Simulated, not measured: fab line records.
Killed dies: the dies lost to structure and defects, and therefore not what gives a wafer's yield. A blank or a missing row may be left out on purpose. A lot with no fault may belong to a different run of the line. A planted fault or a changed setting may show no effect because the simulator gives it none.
Split-lot trial | flow ritCmos | 23 wafers read across 5 lots, on a route 202 steps long

== ABOUT THE SPLIT ==
At RIT_GATE_CVD_08 (deposits poly-Si from SiH4, target thk 250 nm, time 2220 s), the setting pressureMtorr was moved away from the recipe's 300 mTorr on 15 of the 23 wafers read, by -7.6% to +12.4%. All remaining wafers had this setting at the recipe value.

There is no step in the file separating the split from the reading.

== THE READING ==
GATE_POLY_THK at RIT_GATE_THK_MEAS_09, in nm. Fault-free wafers of this fab line usually give 249.1 nm, standard deviation 1.9 nm.

wafer  | tool, chamber at the split | pressureMtorr as run, mTorr | against the recipe | GATE_POLY_THK, nm | against lot-mates on the recipe
L074.2 | lpcvd-02, 0                | 300                         | recipe             | 250.1             | -
L074.4 | lpcvd-02, 0                | 300                         | recipe             | 250.7             | -
L074.6 | lpcvd-02, 0                | 300                         | recipe             | 249.1             | -
L078.2 | -, -                       | 277.1                       | -7.6%              | 236.9             | no lot-mate on the recipe
L078.3 | -, -                       | 277.1                       | -7.6%              | 239.9             | no lot-mate on the recipe
L078.4 | -, -                       | 277.1                       | -7.6%              | 237.7             | no lot-mate on the recipe
L078.5 | -, -                       | 277.1                       | -7.6%              | 239.8             | no lot-mate on the recipe
L078.6 | -, -                       | 277.1                       | -7.6%              | 237.8             | no lot-mate on the recipe
L079.1 | -, -                       | 337.2                       | +12.4%             | 266.2             | no lot-mate on the recipe
L079.2 | -, -                       | 337.2                       | +12.4%             | 267.2             | no lot-mate on the recipe
L079.3 | -, -                       | 337.2                       | +12.4%             | 268.4             | no lot-mate on the recipe
L079.4 | -, -                       | 337.2                       | +12.4%             | 267.3             | no lot-mate on the recipe
L079.5 | -, -                       | 337.2                       | +12.4%             | 265.3             | no lot-mate on the recipe
L080.1 | -, -                       | 286.2                       | -4.6%              | 241.9             | no lot-mate on the recipe
L080.2 | -, -                       | 286.2                       | -4.6%              | 242.4             | no lot-mate on the recipe
L080.3 | -, -                       | 286.2                       | -4.6%              | 243.5             | no lot-mate on the recipe
L080.5 | -, -                       | 286.2                       | -4.6%              | 242.7             | no lot-mate on the recipe
L080.6 | -, -                       | 286.2                       | -4.6%              | 241.1             | no lot-mate on the recipe
L081.2 | -, -                       | 300                         | recipe             | 250.6             | -
L081.3 | -, -                       | 300                         | recipe             | 250.0             | -
L081.4 | -, -                       | 300                         | recipe             | 250.7             | -
L081.5 | -, -                       | 300                         | recipe             | 251.7             | -
L081.6 | -, -                       | 300                         | recipe             | 251.2             | -

FIT RESULTS
A straight line over all 23 wafers: GATE_POLY_THK changes by +1.43 nm for each +1% of pressureMtorr; r = +0.99; the points scatter about the line by 1.2 nm.
Too few moved wafers with a lot-mate on the recipe to fit a line net of each lot's own level.

== THE WHOLE CHAIN: every reading that the file lists as answering this split, in the file's order ==
step                 | what it does                                               | reading                                                                       | change (the file's fit)              | r (the file's)
RIT_GATE_CVD_08      | deposits poly-Si from SiH4, target thk 250 nm, time 2220 s | poly-Si_of_GATE_CVD_08.thkNm (the simulator's own value, which no gauge read) | +1.43 nm for each +1% of the setting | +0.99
RIT_GATE_THK_MEAS_09 |                                                            | GATE_POLY_THK                                                                 | +1.43 for each +1% of the setting    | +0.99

== FILE'S OWN FIT ==
GATE_POLY_THK changes by +1.43 nm for each +1% of pressureMtorr, r = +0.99.
